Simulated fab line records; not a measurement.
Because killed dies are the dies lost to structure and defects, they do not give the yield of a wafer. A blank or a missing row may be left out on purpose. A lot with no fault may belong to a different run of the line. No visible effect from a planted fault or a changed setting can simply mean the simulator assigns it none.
Which of the tools did it? | flow rit-cmos | 7 lots, 21 wafers sampled, at 1 step of a route of 202

## WHAT THE GAUGES SHOWED, per wafer
RIT_ACTIVE_THK_MEAS_04.
lot  | measured    | on            | ACTIVE_NITRIDE_THK (nm)
L156 | day 1 18:33 | film-metro-03 | 149.8 150.6 151.0
L158 | day 2 05:16 | film-metro-03 | 150.2 149.5 148.7
L161 | day 2 20:17 | film-metro-02 | 148.3 147.7 146.9
L166 | day 3 20:32 | film-metro-03 | 148.9 148.5 148.6
L172 | day 5 02:32 | film-metro-03 | 149.9 148.2 148.4
L174 | day 5 15:01 | film-metro-02 | 148.1 147.9 149.0
L178 | day 6 10:16 | film-metro-02 | 150.2 151.4 151.0

## TOOL THAT RAN EACH LOT (tool first, then ch and the chambers of the sampled wafers, then the start)
Before these readings, the record contains no process step.

## THE ANSWER, worked out from the rows above alone
Rule: the usual values come from the lots themselves. Put in order of their means at a reading, lots are off if they are a third of the lots or fewer, leave a main group of 4 or more, and stand apart from it by a gap of 3 or more times the standard deviation of the main group's means; of several such gaps the widest counts. Not used: any main group whose means are identical at the precision the tables above print for the reading. Also off: a lot with no number at a reading for which 4 or more lots have one. Where the step has rows for the other lots, those lots are counted as sound.
No lot is off on any of the readings shown, so nothing can be concluded from this.

## WHAT HAD BEEN PUT IN BY THE SIMULATOR
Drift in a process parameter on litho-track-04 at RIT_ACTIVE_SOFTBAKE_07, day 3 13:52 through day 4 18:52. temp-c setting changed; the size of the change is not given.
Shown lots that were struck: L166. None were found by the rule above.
